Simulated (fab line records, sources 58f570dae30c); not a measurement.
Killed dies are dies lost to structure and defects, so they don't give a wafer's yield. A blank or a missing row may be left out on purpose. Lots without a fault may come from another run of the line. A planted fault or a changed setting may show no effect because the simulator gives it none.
Split-lot experiment | flow berkeley_cmos170 | 5 lots, 23 wafers read, on a route of 331 steps

THE SPLIT
At UCB170_CONTACT_COAT_10 (resist thk 900 nm), the setting resist_thk_nm was moved away from the recipe's 900 nm on 8 of the 23 wafers read, by -3.9% to +4.3%. The other wafers ran this setting at the recipe's value.

The reading is taken at the split's own step.

THE READING
KrF_of_CONTACT_COAT_10.thk_nm (the simulator's own value, which no gauge read), in nm, at UCB170_CONTACT_COAT_10 (resist thk 900 nm). The file gives no usual value for it. The 15 wafers here that ran the recipe average 898.9 nm, standard deviation 2.6 nm.

wafer  | tool, chamber at the split | resist_thk_nm as run, nm | against the recipe | KrF_of_CONTACT_COAT_10.thk_nm, nm | against lot-mates on the recipe
L080.1 | litho_track-01, 0          | 900                      | recipe             | 901.1                             | -
L080.2 | litho_track-01, 0          | 900                      | recipe             | 899.9                             | -
L080.5 | litho_track-01, 0          | 900                      | recipe             | 902.7                             | -
L082.1 | litho_track-02, 0          | 900                      | recipe             | 900.6                             | -
L082.2 | litho_track-02, 0          | 937.4                    | +4.2%              | 935.8                             | +35.4
L082.3 | litho_track-02, 0          | 900                      | recipe             | 900.1                             | -
L082.4 | litho_track-02, 0          | 937.4                    | +4.2%              | 939.7                             | +39.4
L082.5 | litho_track-02, 0          | 937.4                    | +4.2%              | 937.5                             | +37.1
L081.1 | litho_track-04, 0          | 900                      | recipe             | 898.6                             | -
L081.2 | litho_track-04, 0          | 900                      | recipe             | 898.1                             | -
L081.4 | litho_track-04, 0          | 865.1                    | -3.9%              | 866.6                             | -31.8
L081.5 | litho_track-04, 0          | 865.1                    | -3.9%              | 863.6                             | -34.8
L081.6 | litho_track-04, 0          | 865.1                    | -3.9%              | 864.1                             | -34.2
L079.1 | litho_track-02, 0          | 900                      | recipe             | 896.1                             | -
L079.2 | litho_track-02, 0          | 939                      | +4.3%              | 934.2                             | +39.8
L079.4 | litho_track-02, 0          | 900                      | recipe             | 892.9                             | -
L079.5 | litho_track-02, 0          | 939                      | +4.3%              | 934.6                             | +40.2
L079.6 | litho_track-02, 0          | 900                      | recipe             | 894.3                             | -
L084.1 | litho_track-04, 0          | 900                      | recipe             | 901.1                             | -
L084.2 | litho_track-04, 0          | 900                      | recipe             | 899.7                             | -
L084.3 | litho_track-04, 0          | 900                      | recipe             | 901.4                             | -
L084.5 | litho_track-04, 0          | 900                      | recipe             | 897.7                             | -
L084.6 | litho_track-04, 0          | 900                      | recipe             | 899.2                             | -

THE FIT
A straight line over all 23 wafers: KrF_of_CONTACT_COAT_10.thk_nm changes by +8.83 nm for each +1% of resist_thk_nm; r = +0.99; the points scatter about the line by 2.6 nm.
The same after taking each lot's own level away (the mean of its wafers on the recipe; 23 wafers): +8.92 nm for each +1%; r = +1.00; scatter 1.3 nm.
On that fit, the largest move of resist_thk_nm shifts the reading by 39 nm.
The lots' own levels span 894.43 to 901.23 nm, that is 2.6 times the standard deviation above.
So the lot-to-lot level changes the slope little: the two slopes agree.
Check: with one of the wafers moved furthest among these (+4.3%) left out of the fit, the line predicts +38.8 nm for it against its lot-mates. It came out at +39.8 nm against them.

OTHER SPLITS ON THESE WAFERS
These wafers also went through other splits before the reading. Each is held against what the fit with the lots' levels taken away leaves over:
other split on the same wafers                 | wafers away from the commonest value | r with KrF_of_CONTACT_COAT_10.thk_nm (lot level and that fit taken away)
UCB170_PVT_COAT_01 spin_rpm                    | 6                                    | +0.12
UCB170_GATE_OXIDATION_01 temp_c                | 15                                   | +0.08
UCB170_GATE_CVD_04 pressure_mtorr              | 15                                   | -0.05
UCB170_GATE_ETCH_15 over_etch_frac             | 11                                   | -0.16
UCB170_NLDD_IMPLANT_08 energy_kev              | 11                                   | +0.28
UCB170_PSD_IMPLANT_08 dose_cm2                 | 5                                    | +0.25
UCB170_NSD_EXPOSE_03 dose_mj                   | 9                                    | +0.08
UCB170_BACKSIDE_SOFTBAKE_02 time_s             | 6                                    | -0.29
UCB170_SILICIDE_SPUTTER_01 chamber_pressure_pa | 15                                   | +0.05

THE FILE'S OWN FIT
KrF_of_CONTACT_COAT_10.thk_nm changes by +8.98 nm for each +1% of resist_thk_nm, r = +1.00.
